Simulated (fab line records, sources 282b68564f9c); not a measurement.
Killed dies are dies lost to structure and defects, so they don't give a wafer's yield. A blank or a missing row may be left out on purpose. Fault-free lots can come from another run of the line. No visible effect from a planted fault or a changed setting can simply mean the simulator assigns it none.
fab line records :: flow rit_cmos
[record]
  lots = 14
  wafers = 42
  last_day = 7
route steps=202 shown NWELL@36 M1@202
lots that met no fault: taken from a fault-free run of the same line
start_h: the number of hours between the record's first day and the start of the first shown wafer of the lot :: wait_h: hours elapsed since this lot's preceding step :: " the same as in the row above :: L1.1+2: a single row standing in for several wafers :: - either no value or no given start :: * or withheld: withheld :: < > ~ a bound
route shown NAME@n: names a module that has steps shown in the file, with the first one's number in the route :: usual: mean/standard deviation taken from wafers without a fault :: same: alike in all rows :: chamber/n: place in a boat :: sites: the reading at each site :: _std_site: standard deviation across them :: _edge_site: outer sites' mean less inner sites' :: radius_mm: for every site, how far away it sits from the centre of the wafer :: mask NAME#n: copy n :: behind: tool/chamber where the wafer was last shaped :: hold: cause of the lot's hold/its duration in hours/its outcome :: device: the n, p or np transistor that did not switch :: end of line: tests run on the same wafers once the route is complete :: for a step that has no rows: nothing shown but its recipe :: killed: the dies lost at the first sort to structure and to defects; this is not the yield of the wafer :: map: a wafer's dies, x killed, . not, _ none there
set.NAME: the setting that was run; set.NAME@STEP: the one run at that earlier step :: model.NAME: the simulator's own value behind a step, which no gauge read
the route's steps for a sample of lots (tables are steps, rows are wafers)
services: when a tool's chamber went out of use (start_h, in hours from the record's first day, below 0 if earlier), for how many hours, and the reason
[[steps]]
[step RIT_NWELL_IMPLANT_08]
[recipe]
  species = P
  energy_kev = 170
  dose_cm2 = 4.877e+13
  tilt_deg = 7
[usual]
  beam_energy_keV = 170.01/0.056
  dose_ions_cm2 = 4.876e+13/5.8e+10
lot.wafer: L464.2
tool: implanter-02
chamber: 0
start_h: 21.66
wait_h: 0.2
beam_energy_keV: 170.11
dose_ions_cm2: 4.872e+13

lot.wafer: L464.3
tool: implanter-02
chamber: 0
start_h: 21.66
wait_h: 0.2
beam_energy_keV: 170.06
dose_ions_cm2: 4.868e+13

lot.wafer: L464.5
tool: implanter-02
chamber: 0
start_h: 21.66
wait_h: 0.2
beam_energy_keV: 170.07
dose_ions_cm2: 4.875e+13

lot.wafer: L466.2
tool: implanter-04
chamber: 0
start_h: 32.35
wait_h: 0.2
beam_energy_keV: 170.00
dose_ions_cm2: 4.867e+13

lot.wafer: L466.5
tool: implanter-04
chamber: 0
start_h: 32.35
wait_h: 0.2
beam_energy_keV: 169.99
dose_ions_cm2: 4.869e+13

lot.wafer: L466.6
tool: implanter-04
chamber: 0
start_h: 32.35
wait_h: 0.2
beam_energy_keV: 169.94
dose_ions_cm2: 4.873e+13

lot.wafer: L467.1
tool: implanter-03
chamber: 0
start_h: 35.48
wait_h: 0.2
beam_energy_keV: 169.91
dose_ions_cm2: 4.876e+13

lot.wafer: L467.4
tool: implanter-03
chamber: 0
start_h: 35.48
wait_h: 0.2
beam_energy_keV: 169.98
dose_ions_cm2: 4.869e+13

lot.wafer: L467.6
tool: implanter-03
chamber: 0
start_h: 35.48
wait_h: 0.2
beam_energy_keV: 169.83
dose_ions_cm2: 4.868e+13

lot.wafer: L468.1
tool: implanter-03
chamber: 0
start_h: 41.19
wait_h: 0.2
beam_energy_keV: 169.97
dose_ions_cm2: 4.879e+13

lot.wafer: L468.4
tool: implanter-03
chamber: 0
start_h: 41.19
wait_h: 0.2
beam_energy_keV: 170.00
dose_ions_cm2: 4.879e+13

lot.wafer: L468.6
tool: implanter-03
chamber: 0
start_h: 41.19
wait_h: 0.2
beam_energy_keV: 170.05
dose_ions_cm2: 4.876e+13

lot.wafer: L471.2
tool: implanter-03
chamber: 0
start_h: 55.82
wait_h: 0.2
beam_energy_keV: 169.95
dose_ions_cm2: 4.876e+13

lot.wafer: L471.5
tool: implanter-03
chamber: 0
start_h: 55.82
wait_h: 0.2
beam_energy_keV: 169.97
dose_ions_cm2: 4.875e+13

lot.wafer: L471.6
tool: implanter-03
chamber: 0
start_h: 55.82
wait_h: 0.2
beam_energy_keV: 169.89
dose_ions_cm2: 4.881e+13

lot.wafer: L472.1
tool: implanter-03
chamber: 0
start_h: 60.78
wait_h: 0.2
beam_energy_keV: 170.04
dose_ions_cm2: 4.876e+13

lot.wafer: L472.3
tool: implanter-03
chamber: 0
start_h: 60.78
wait_h: 0.2
beam_energy_keV: 170.03
dose_ions_cm2: 4.878e+13

lot.wafer: L472.4
tool: implanter-03
chamber: 0
start_h: 60.78
wait_h: 0.2
beam_energy_keV: 170.10
dose_ions_cm2: 4.879e+13

lot.wafer: L473.1
tool: implanter-02
chamber: 0
start_h: 65.60
wait_h: 0.2
beam_energy_keV: 170.09
dose_ions_cm2: 4.873e+13

lot.wafer: L473.3
tool: implanter-02
chamber: 0
start_h: 65.60
wait_h: 0.2
beam_energy_keV: 170.07
dose_ions_cm2: 4.884e+13

lot.wafer: L473.5
tool: implanter-02
chamber: 0
start_h: 65.60
wait_h: 0.2
beam_energy_keV: 170.07
dose_ions_cm2: 4.874e+13

lot.wafer: L474.1
tool: implanter-02
chamber: 0
start_h: 70.60
wait_h: 0.2
beam_energy_keV: 170.02
dose_ions_cm2: 4.879e+13

lot.wafer: L474.5
tool: implanter-02
chamber: 0
start_h: 70.60
wait_h: 0.2
beam_energy_keV: 169.95
dose_ions_cm2: 4.873e+13

lot.wafer: L474.6
tool: implanter-02
chamber: 0
start_h: 70.60
wait_h: 0.2
beam_energy_keV: 170.05
dose_ions_cm2: 4.881e+13

lot.wafer: L475.2
tool: implanter-02
chamber: 0
start_h: 75.70
wait_h: 0.2
beam_energy_keV: 176.34
dose_ions_cm2: 4.882e+13

lot.wafer: L475.3
tool: implanter-02
chamber: 0
start_h: 75.70
wait_h: 0.2
beam_energy_keV: 176.33
dose_ions_cm2: 4.874e+13

lot.wafer: L475.5
tool: implanter-02
chamber: 0
start_h: 75.70
wait_h: 0.2
beam_energy_keV: 176.30
dose_ions_cm2: 4.881e+13

lot.wafer: L476.2
tool: implanter-02
chamber: 0
start_h: 81.99
wait_h: 0.2
beam_energy_keV: 176.26
dose_ions_cm2: 4.868e+13

lot.wafer: L476.3
tool: implanter-02
chamber: 0
start_h: 81.99
wait_h: 0.2
beam_energy_keV: 176.28
dose_ions_cm2: 4.861e+13

lot.wafer: L476.4
tool: implanter-02
chamber: 0
start_h: 81.99
wait_h: 0.2
beam_energy_keV: 176.29
dose_ions_cm2: 4.863e+13

lot.wafer: L480.2
tool: implanter-03
chamber: 0
start_h: 101.49
wait_h: 0.2
beam_energy_keV: 170.06
dose_ions_cm2: 4.866e+13

lot.wafer: L480.3
tool: implanter-03
chamber: 0
start_h: 101.49
wait_h: 0.2
beam_energy_keV: 170.01
dose_ions_cm2: 4.881e+13

lot.wafer: L480.4
tool: implanter-03
chamber: 0
start_h: 101.49
wait_h: 0.2
beam_energy_keV: 169.98
dose_ions_cm2: 4.879e+13

lot.wafer: L484.2
tool: implanter-04
chamber: 0
start_h: 120.71
wait_h: 0.2
beam_energy_keV: 170.09
dose_ions_cm2: 4.876e+13

lot.wafer: L484.3
tool: implanter-04
chamber: 0
start_h: 120.71
wait_h: 0.2
beam_energy_keV: 170.04
dose_ions_cm2: 4.886e+13

lot.wafer: L484.6
tool: implanter-04
chamber: 0
start_h: 120.71
wait_h: 0.2
beam_energy_keV: 170.00
dose_ions_cm2: 4.878e+13

lot.wafer: L485.1
tool: implanter-03
chamber: 0
start_h: 125.67
wait_h: 0.2
beam_energy_keV: 170.04
dose_ions_cm2: 4.881e+13

lot.wafer: L485.3
tool: implanter-03
chamber: 0
start_h: 125.67
wait_h: 0.2
beam_energy_keV: 170.02
dose_ions_cm2: 4.879e+13

lot.wafer: L485.6
tool: implanter-03
chamber: 0
start_h: 125.67
wait_h: 0.2
beam_energy_keV: 169.98
dose_ions_cm2: 4.878e+13

lot.wafer: L487.1
tool: implanter-03
chamber: 0
start_h: 136.83
wait_h: 0.2
beam_energy_keV: 170.01
dose_ions_cm2: 4.881e+13

lot.wafer: L487.2
tool: implanter-03
chamber: 0
start_h: 136.83
wait_h: 0.2
beam_energy_keV: 170.06
dose_ions_cm2: 4.885e+13

lot.wafer: L487.4
tool: implanter-03
chamber: 0
start_h: 136.83
wait_h: 0.2
beam_energy_keV: 169.98
dose_ions_cm2: 4.883e+13
[step RIT_M1_PROBE_99]
[usual]
  killed_at_contacts = 0.1/0.29
  killed_at_front_end = 6.3/2.8
  killed_dies = 6.4/2.8
  killed_open = 3.3/1.7
  killed_short = 3.1/1.9
[same]
  gross_dies = 264
  killed_at_M0_to_M3 = 0
  killed_at_M4_up = 0
  killed_at_back_side = 0
  killed_at_other = 0
lot.wafer: L464.2
tool: prober-01
chamber: -
start_h: 57.86
wait_h: 0.1
killed_at_contacts: 0
killed_at_front_end: 9
killed_dies: 9
killed_open: 3
killed_short: 6

lot.wafer: L464.3
tool: prober-01
chamber: -
start_h: 57.91
wait_h: 0.2
killed_at_contacts: 0
killed_at_front_end: 2
killed_dies: 2
killed_open: 1
killed_short: 1

lot.wafer: L464.5
tool: prober-01
chamber: -
start_h: 58.01
wait_h: 0.2
killed_at_contacts: 0
killed_at_front_end: 9
killed_dies: 9
killed_open: 5
killed_short: 4

lot.wafer: L466.2
tool: prober-01
chamber: -
start_h: 68.51
wait_h: 0.1
killed_at_contacts: 0
killed_at_front_end: 10
killed_dies: 10
killed_open: 3
killed_short: 7

lot.wafer: L466.5
tool: prober-01
chamber: -
start_h: 68.66
wait_h: 0.2
killed_at_contacts: 0
killed_at_front_end: 6
killed_dies: 6
killed_open: 4
killed_short: 2

lot.wafer: L466.6
tool: prober-01
chamber: -
start_h: 68.71
wait_h: 0.2
killed_at_contacts: 0
killed_at_front_end: 6
killed_dies: 6
killed_open: 4
killed_short: 2

lot.wafer: L467.1
tool: prober-02
chamber: -
start_h: 70.97
wait_h: 0.1
killed_at_contacts: 0
killed_at_front_end: 10
killed_dies: 10
killed_open: 4
killed_short: 6

lot.wafer: L467.4
tool: prober-02
chamber: -
start_h: 71.12
wait_h: 0.2
killed_at_contacts: 0
killed_at_front_end: 5
killed_dies: 5
killed_open: 2
killed_short: 3

lot.wafer: L467.6
tool: prober-02
chamber: -
start_h: 71.22
wait_h: 0.2
killed_at_contacts: 0
killed_at_front_end: 8
killed_dies: 8
killed_open: 5
killed_short: 3

lot.wafer: L468.1
tool: prober-01
chamber: -
start_h: 76.98
wait_h: 0.1
killed_at_contacts: 0
killed_at_front_end: 8
killed_dies: 8
killed_open: 7
killed_short: 1

lot.wafer: L468.4
tool: prober-01
chamber: -
start_h: 77.13
wait_h: 0.2
killed_at_contacts: 0
killed_at_front_end: 9
killed_dies: 9
killed_open: 3
killed_short: 6

lot.wafer: L468.6
tool: prober-01
chamber: -
start_h: 77.23
wait_h: 0.2
killed_at_contacts: 1
killed_at_front_end: 5
killed_dies: 6
killed_open: 3
killed_short: 3

lot.wafer: L471.2
tool: prober-02
chamber: -
start_h: 91.42
wait_h: 0.1
killed_at_contacts: 0
killed_at_front_end: 4
killed_dies: 4
killed_open: 2
killed_short: 2

lot.wafer: L471.5
tool: prober-02
chamber: -
start_h: 91.57
wait_h: 0.2
killed_at_contacts: 0
killed_at_front_end: 3
killed_dies: 3
killed_open: 2
killed_short: 1

lot.wafer: L471.6
tool: prober-02
chamber: -
start_h: 91.62
wait_h: 0.2
killed_at_contacts: 0
killed_at_front_end: 11
killed_dies: 11
killed_open: 7
killed_short: 4

lot.wafer: L472.1
tool: prober-01
chamber: -
start_h: 97.41
wait_h: 0.1
killed_at_contacts: 0
killed_at_front_end: 7
killed_dies: 7
killed_open: 3
killed_short: 4

lot.wafer: L472.3
tool: prober-01
chamber: -
start_h: 97.51
wait_h: 0.2
killed_at_contacts: 0
killed_at_front_end: 3
killed_dies: 3
killed_open: 2
killed_short: 1

lot.wafer: L472.4
tool: prober-01
chamber: -
start_h: 97.56
wait_h: 0.2
killed_at_contacts: 0
killed_at_front_end: 4
killed_dies: 4
killed_open: 2
killed_short: 2

lot.wafer: L473.1
tool: prober-02
chamber: -
start_h: 103.04
wait_h: 0.1
killed_at_contacts: 0
killed_at_front_end: 7
killed_dies: 7
killed_open: 6
killed_short: 1

lot.wafer: L473.3
tool: prober-02
chamber: -
start_h: 103.14
wait_h: 0.2
killed_at_contacts: 0
killed_at_front_end: 6
killed_dies: 6
killed_open: 1
killed_short: 5

lot.wafer: L473.5
tool: prober-02
chamber: -
start_h: 103.24
wait_h: 0.2
killed_at_contacts: 0
killed_at_front_end: 9
killed_dies: 9
killed_open: 6
killed_short: 3

lot.wafer: L474.1
tool: prober-01
chamber: -
start_h: 107.36
wait_h: 0.1
killed_at_contacts: 0
killed_at_front_end: 11
killed_dies: 11
killed_open: 5
killed_short: 6

lot.wafer: L474.5
tool: prober-01
chamber: -
start_h: 107.56
wait_h: 0.2
killed_at_contacts: 0
killed_at_front_end: 4
killed_dies: 4
killed_open: 2
killed_short: 2

lot.wafer: L474.6
tool: prober-01
chamber: -
start_h: 107.61
wait_h: 0.2
killed_at_contacts: 0
killed_at_front_end: 6
killed_dies: 6
killed_open: 3
killed_short: 3

lot.wafer: L475.2
tool: prober-02
chamber: -
start_h: 112.75
wait_h: 0.1
killed_at_contacts: 0
killed_at_front_end: 5
killed_dies: 5
killed_open: 5
killed_short: 0

lot.wafer: L475.3
tool: prober-02
chamber: -
start_h: 112.80
wait_h: 0.2
killed_at_contacts: 1
killed_at_front_end: 10
killed_dies: 11
killed_open: 4
killed_short: 6

lot.wafer: L475.5
tool: prober-02
chamber: -
start_h: 112.90
wait_h: 0.2
killed_at_contacts: 1
killed_at_front_end: 3
killed_dies: 4
killed_open: 3
killed_short: 0

lot.wafer: L476.2
tool: prober-01
chamber: -
start_h: 119.26
wait_h: 0.1
killed_at_contacts: 0
killed_at_front_end: 6
killed_dies: 6
killed_open: 2
killed_short: 4

lot.wafer: L476.3
tool: prober-01
chamber: -
start_h: 119.31
wait_h: 0.2
killed_at_contacts: 0
killed_at_front_end: 6
killed_dies: 6
killed_open: 3
killed_short: 3

lot.wafer: L476.4
tool: prober-01
chamber: -
start_h: 119.36
wait_h: 0.2
killed_at_contacts: 0
killed_at_front_end: 5
killed_dies: 5
killed_open: 2
killed_short: 3

lot.wafer: L480.2
tool: prober-01
chamber: -
start_h: 136.54
wait_h: 0.1
killed_at_contacts: 0
killed_at_front_end: 7
killed_dies: 7
killed_open: 4
killed_short: 3

lot.wafer: L480.3
tool: prober-01
chamber: -
start_h: 136.59
wait_h: 0.2
killed_at_contacts: 0
killed_at_front_end: 6
killed_dies: 6
killed_open: 3
killed_short: 3

lot.wafer: L480.4
tool: prober-01
chamber: -
start_h: 136.64
wait_h: 0.2
killed_at_contacts: 0
killed_at_front_end: 5
killed_dies: 5
killed_open: 4
killed_short: 1

lot.wafer: L484.2
tool: prober-01
chamber: -
start_h: 157.52
wait_h: 0.1
killed_at_contacts: 1
killed_at_front_end: 8
killed_dies: 9
killed_open: 6
killed_short: 3

lot.wafer: L484.3
tool: prober-01
chamber: -
start_h: 157.57
wait_h: 0.2
killed_at_contacts: 0
killed_at_front_end: 4
killed_dies: 4
killed_open: 1
killed_short: 3

lot.wafer: L484.6
tool: prober-01
chamber: -
start_h: 157.72
wait_h: 0.2
killed_at_contacts: 0
killed_at_front_end: 8
killed_dies: 8
killed_open: 5
killed_short: 2

lot.wafer: L485.1
tool: prober-02
chamber: -
start_h: 161.38
wait_h: 0.1
killed_at_contacts: 0
killed_at_front_end: 8
killed_dies: 8
killed_open: 5
killed_short: 3

lot.wafer: L485.3
tool: prober-02
chamber: -
start_h: 161.48
wait_h: 0.2
killed_at_contacts: 0
killed_at_front_end: 7
killed_dies: 7
killed_open: 2
killed_short: 5

lot.wafer: L485.6
tool: prober-02
chamber: -
start_h: 161.63
wait_h: 0.2
killed_at_contacts: 0
killed_at_front_end: 2
killed_dies: 2
killed_open: 1
killed_short: 1

lot.wafer: L487.1
tool: prober-02
chamber: -
start_h: 173.59
wait_h: 0.1
killed_at_contacts: 0
killed_at_front_end: 3
killed_dies: 3
killed_open: 3
killed_short: 0

lot.wafer: L487.2
tool: prober-02
chamber: -
start_h: 173.64
wait_h: 0.1
killed_at_contacts: 0
killed_at_front_end: 8
killed_dies: 8
killed_open: 3
killed_short: 5

lot.wafer: L487.4
tool: prober-02
chamber: -
start_h: 173.74
wait_h: 0.2
killed_at_contacts: 0
killed_at_front_end: 13
killed_dies: 13
killed_open: 6
killed_short: 7
// killed by level:class
L464.2 FOX2:geometric_particle:short=2 SPACER:geometric_particle:short=2 SILICIDE:geometric_particle:open=2 ACTIVE:geometric_particle:short=1 GATE:geometric_particle:short=1 SPACER:geometric_particle:open=1
L464.3 REOX:geometric_particle:short=1 SPACER:geometric_particle:open=1
L464.5 FOX2:geometric_particle:open=2 GATE:geometric_particle:short=2 GATE:geometric_particle:open=1 REOX:geometric_particle:short=1 REOX:geometric_particle:open=1 SPACER:geometric_particle:short=1 SILICIDE:geometric_particle:open=1
L466.2 FOX1:geometric_particle:short=2 GATE:geometric_particle:open=2 GATE:geometric_particle:short=2 SILICIDE:geometric_particle:short=2 REOX:geometric_particle:short=1 REOX:geometric_particle:open=1
L466.5 GATE:geometric_particle:open=2 ACTIVE:geometric_particle:short=1 GATE:geometric_particle:short=1 SPACER:geometric_particle:open=1 SILICIDE:geometric_particle:open=1
L466.6 FOX2:geometric_particle:short=1 GATE:geometric_particle:open=1 REOX:geometric_particle:open=1 SPACER:geometric_particle:open=1 SILICIDE:geometric_particle:open=1 SILICIDE:geometric_particle:short=1
L467.1 GATE:geometric_particle:short=4 GATE:geometric_particle:open=4 REOX:geometric_particle:short=1 SPACER:geometric_particle:short=1
L467.4 GATE:geometric_particle:short=2 GATE:geometric_particle:open=1 SPACER:geometric_particle:open=1 SILICIDE:geometric_particle:short=1
L467.6 FOX1:geometric_particle:open=2 SILICIDE:geometric_particle:open=2 FOX1:geometric_particle:short=1 GATE:geometric_particle:open=1 GATE:geometric_particle:short=1 SPACER:geometric_particle:short=1
L468.1 FOX1:geometric_particle:open=3 SPACER:geometric_particle:open=2 GATE:geometric_particle:open=1 SPACER:geometric_particle:short=1 SILICIDE:geometric_particle:open=1
L468.4 FOX1:geometric_particle:short=2 REOX:geometric_particle:open=2 SPACER:geometric_particle:short=2 GATE:geometric_particle:open=1 GATE:geometric_particle:short=1 REOX:geometric_particle:short=1
L468.6 SPACER:geometric_particle:short=2 GATE:geometric_particle:short=1 REOX:geometric_particle:open=1 SILICIDE:geometric_particle:open=1 CONTACT:geometric_particle:open=1
L471.2 SILICIDE:geometric_particle:open=2 FOX2:geometric_particle:short=1 SPACER:geometric_particle:short=1
L471.5 FOX1:geometric_particle:short=1 FOX1:geometric_particle:open=1 GATE:geometric_particle:open=1
L471.6 GATE:geometric_particle:open=3 FOX2:geometric_particle:short=2 GATE:geometric_particle:short=2 FOX1:geometric_particle:open=1 FOX2:geometric_particle:open=1 SPACER:geometric_particle:open=1 SILICIDE:geometric_particle:open=1
L472.1 GATE:geometric_particle:short=2 SILICIDE:geometric_particle:short=2 FOX1:geometric_particle:open=1 GATE:geometric_particle:open=1 SILICIDE:geometric_particle:open=1
L472.3 FOX1:geometric_particle:open=1 GATE:geometric_particle:short=1 GATE:geometric_particle:open=1
L472.4 FOX1:geometric_particle:short=1 FOX1:geometric_particle:open=1 GATE:geometric_particle:short=1 GATE:geometric_particle:open=1
L473.1 SPACER:geometric_particle:open=4 FOX2:geometric_particle:open=1 SPACER:geometric_particle:short=1 STARTING-WAFER:geometric_particle:open=1
L473.3 SPACER:geometric_particle:short=2 GATE:geometric_particle:short=1 REOX:geometric_particle:short=1 REOX:geometric_particle:open=1 SILICIDE:geometric_particle:short=1
L473.5 GATE:geometric_particle:open=3 GATE:geometric_particle:short=2 SPACER:geometric_particle:open=2 REOX:geometric_particle:short=1 REOX:geometric_particle:open=1
L474.1 SPACER:geometric_particle:open=3 GATE:geometric_particle:short=2 FOX1:geometric_particle:open=1 FOX1:geometric_particle:short=1 GATE:geometric_particle:open=1 REOX:geometric_particle:short=1 SPACER:geometric_particle:short=1 SILICIDE:geometric_particle:short=1
L474.5 FOX1:geometric_particle:open=2 GATE:geometric_particle:short=2
L474.6 FOX2:geometric_particle:short=1 GATE:geometric_particle:short=1 GATE:geometric_particle:open=1 SPACER:geometric_particle:short=1 SPACER:geometric_particle:open=1 SILICIDE:geometric_particle:open=1
L475.2 REOX:geometric_particle:open=3 FOX2:geometric_particle:open=1 GATE:geometric_particle:open=1
L475.3 GATE:geometric_particle:open=2 GATE:geometric_particle:short=2 REOX:geometric_particle:short=2 FOX1:geometric_particle:open=1 FOX1:geometric_particle:short=1 FOX2:geometric_particle:open=1 SPACER:geometric_particle:short=1 CONTACT:coat_microbubble_printed=1
L475.5 REOX:geometric_particle:open=2 SPACER:geometric_particle:open=1 CONTACT:coat_microbubble_printed=1
L476.2 GATE:geometric_particle:short=2 REOX:geometric_particle:short=1 SPACER:geometric_particle:open=1 SILICIDE:geometric_particle:short=1 SILICIDE:geometric_particle:open=1
L476.3 GATE:geometric_particle:open=2 FOX1:geometric_particle:short=1 FOX1:geometric_particle:open=1 GATE:geometric_particle:short=1 SPACER:geometric_particle:short=1
L476.4 FOX1:geometric_particle:open=1 FOX2:geometric_particle:open=1 GATE:geometric_particle:short=1 REOX:geometric_particle:short=1 SILICIDE:geometric_particle:short=1
L480.2 GATE:geometric_particle:short=3 GATE:geometric_particle:open=2 SILICIDE:geometric_particle:open=2
L480.3 GATE:geometric_particle:short=1 GATE:geometric_particle:open=1 REOX:geometric_particle:open=1 REOX:geometric_particle:short=1 SPACER:geometric_particle:open=1 SILICIDE:geometric_particle:short=1
L480.4 REOX:geometric_particle:open=2 GATE:geometric_particle:short=1 GATE:geometric_particle:open=1 SILICIDE:geometric_particle:open=1
L484.2 GATE:geometric_particle:open=2 REOX:geometric_particle:short=2 FOX1:geometric_particle:short=1 REOX:geometric_particle:open=1 SPACER:geometric_particle:open=1 SILICIDE:geometric_particle:open=1 CONTACT:geometric_particle:open=1
L484.3 REOX:geometric_particle:short=2 FOX1:geometric_particle:open=1 SILICIDE:geometric_particle:short=1
L484.6 FOX2:geometric_particle:short=2 FOX2:geometric_particle:open=2 NSD:coat_microbubble_printed=1 FOX1:geometric_particle:open=1 GATE:geometric_particle:open=1 SILICIDE:geometric_particle:open=1
L485.1 SILICIDE:geometric_particle:open=3 SPACER:geometric_particle:short=2 FOX1:geometric_particle:open=1 FOX2:geometric_particle:short=1 SPACER:geometric_particle:open=1
L485.3 FOX2:geometric_particle:short=2 FOX2:geometric_particle:open=1 GATE:geometric_particle:short=1 SPACER:geometric_particle:short=1 SPACER:geometric_particle:open=1 SILICIDE:geometric_particle:short=1
L485.6 FOX2:geometric_particle:open=1 GATE:geometric_particle:short=1
L487.1 GATE:geometric_particle:open=2 REOX:geometric_particle:open=1
L487.2 SPACER:geometric_particle:open=3 SPACER:geometric_particle:short=3 FOX1:geometric_particle:short=1 GATE:geometric_particle:short=1
L487.4 GATE:geometric_particle:short=5 GATE:geometric_particle:open=4 FOX1:geometric_particle:open=1 FOX1:geometric_particle:short=1 REOX:geometric_particle:short=1 SILICIDE:geometric_particle:open=1
[[services]]
tool: implanter-03
chamber: -
start_h: 6.36
hours: 13.1
kind: repair

tool: implanter-02
chamber: -
start_h: 56.59
hours: 8.4
kind: repair

tool: implanter-03
chamber: -
start_h: 63.28
hours: 2.1
kind: repair

tool: implanter-02
chamber: -
start_h: 76.25
hours: 2.2
kind: repair

tool: implanter-02
chamber: -
start_h: 100.83
hours: 1.0
kind: repair
[[key]]
[first_sign]
  step = RIT_NWELL_IMPLANT_08
  reading = beam_energy_keV
  direction = up
  sigmas = 99+
  usual = 170.01
  struck = 176.30
effect none on later readings
met_at RIT_NWELL_IMPLANT_08
struck_lots L475,L476
tester_left_out L475,L476
onset_between 70.60 75.70
[fault]
  kind = process_parameter_drift
  tool = implanter-02
  chamber = -
  onset_h = 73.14
  steps = RIT_NWELL_IMPLANT_08
  channel = energy_kev
  offset = 6.307
  shape = step
  end_h = 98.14
  acts_in = these_recipes_only
  stated = 170
// tester_left_out: of these lots the tester's yield and bins aren't shown, on N5 and GAA mostly nor the transistor test; their killed dies are dies lost to structure and defects alone, not to doping, threshold or leakage, so they don't give the yield
